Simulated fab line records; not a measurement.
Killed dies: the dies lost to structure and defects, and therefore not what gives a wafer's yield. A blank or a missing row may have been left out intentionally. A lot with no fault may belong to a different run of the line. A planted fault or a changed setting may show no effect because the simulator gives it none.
8D (eight disciplines) problem report, filled in by code / flow berkeleyCmos170 / the parts of the form that need people (team, actions taken, sign-off) are left out

1. WHAT IS WRONG
NWELL_NITRIDE_THK at UCB170_NWELL_THK_MEAS_05 reads a mean of 156.1 nm on 3 wafers of 1 lot; wafers without a fault read 224.2 nm with a standard deviation of 1.9. Relative to the usual mean, that is a shift of -36 standard deviations.
First seen on wafer L149.4, day 6 01:12, on filmMetro-04. At this step, 39 wafers from 13 lots have a number in the record. Rule for "out", or "out of limits": more than 4 standard deviations from the usual mean. Any other wafer with a number is counted as sound.

2. WHAT THIS IS AND IS NOT
question=which readings at this step; is=NWELL_NITRIDE_THK; is not=-
question=which lots; is=L149; is not=L133, L134, L135, L136, L137, L138, L139, L141, L142, L143, L144, L145
question=which wafers of those lots; is=all that have a number; is not=-
question=read on which gauges; is=filmMetro-04; is not=filmMetro-01, filmMetro-03
question=when; is=from day 6 01:12; is not=up to then (36 sound wafers)

3. SUSPECTS, AND WHAT RULES EACH OUT
Counting: any tool at a process step up to the reading is kept as a suspect provided that every lot that is out went through it and no sound lot did after the first of them.
- the gauge at UCB170_NWELL_THK_MEAS_05 is ruled out. All the wafers that are out were read on filmMetro-04, but those of them that UCB170_NWELL_ETCH_13 has rows for are out there too, on other tools.
- lpcvd-02 at UCB170_NWELL_CVD_04 (deposits Si3N4 from SiH2Cl2/NH3, target thk 224 nm, time 3360 s): kept. It ran the lot that is out, L149 (day 5 23:14), and no sound lot after that; its last sound lot up to then is L144 (day 5 03:08).
After counting, what remains is lpcvd-02 at UCB170_NWELL_CVD_04.

4. THE CAUSE (what the simulator had put in)
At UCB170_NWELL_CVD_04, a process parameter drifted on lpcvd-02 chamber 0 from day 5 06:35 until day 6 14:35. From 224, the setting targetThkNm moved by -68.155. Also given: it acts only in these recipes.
This tool alone remained once counting was done.

5. THE CHAIN OF EFFECTS, in route order
Rows list readings where the struck wafers' mean (over those with a number) sits beyond 3 standard deviations from the usual. Readings are gone through only where the record gives a usual standard deviation; hours: the median, over the lots, of the time from a lot's start at the first step in this table giving one to that lot's start at this step; sigmas: the change measured in usual standard deviations.
hours=0; step=UCB170_NWELL_THK_MEAS_05; reading=NWELL_NITRIDE_THK; usual=224.2 nm; on struck wafers=156.1; change=-68.1; sigmas=-36
hours=1; step=UCB170_NWELL_ETCH_13; reading=oesProductAu; usual=0.937 a.u.; on struck wafers=0.777; change=-0.160; sigmas=-11
The process steps in it:
- UCB170_NWELL_ETCH_13: etches Si3N4 in CH3F/Ar/O2, stops on SiO2, target depth 246.4 nm, time 154 s.
Later measuring or inspecting steps at which every struck wafer that the step has a row for has a number for every such reading, and none has moved that far: UCB170_NVT_OVL_MEAS_06.

6. HOW IT WOULD HAVE BEEN CAUGHT EARLIER
The first out-of-limits reading at a measuring or inspecting step in this record came at day 6 01:12, 19 hours after the fault's start at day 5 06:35.
All the lots that are out (1) had begun UCB170_NWELL_CVD_04 on lpcvd-02 by day 6 01:12. Tool hold at that time: it would have spared none of them.
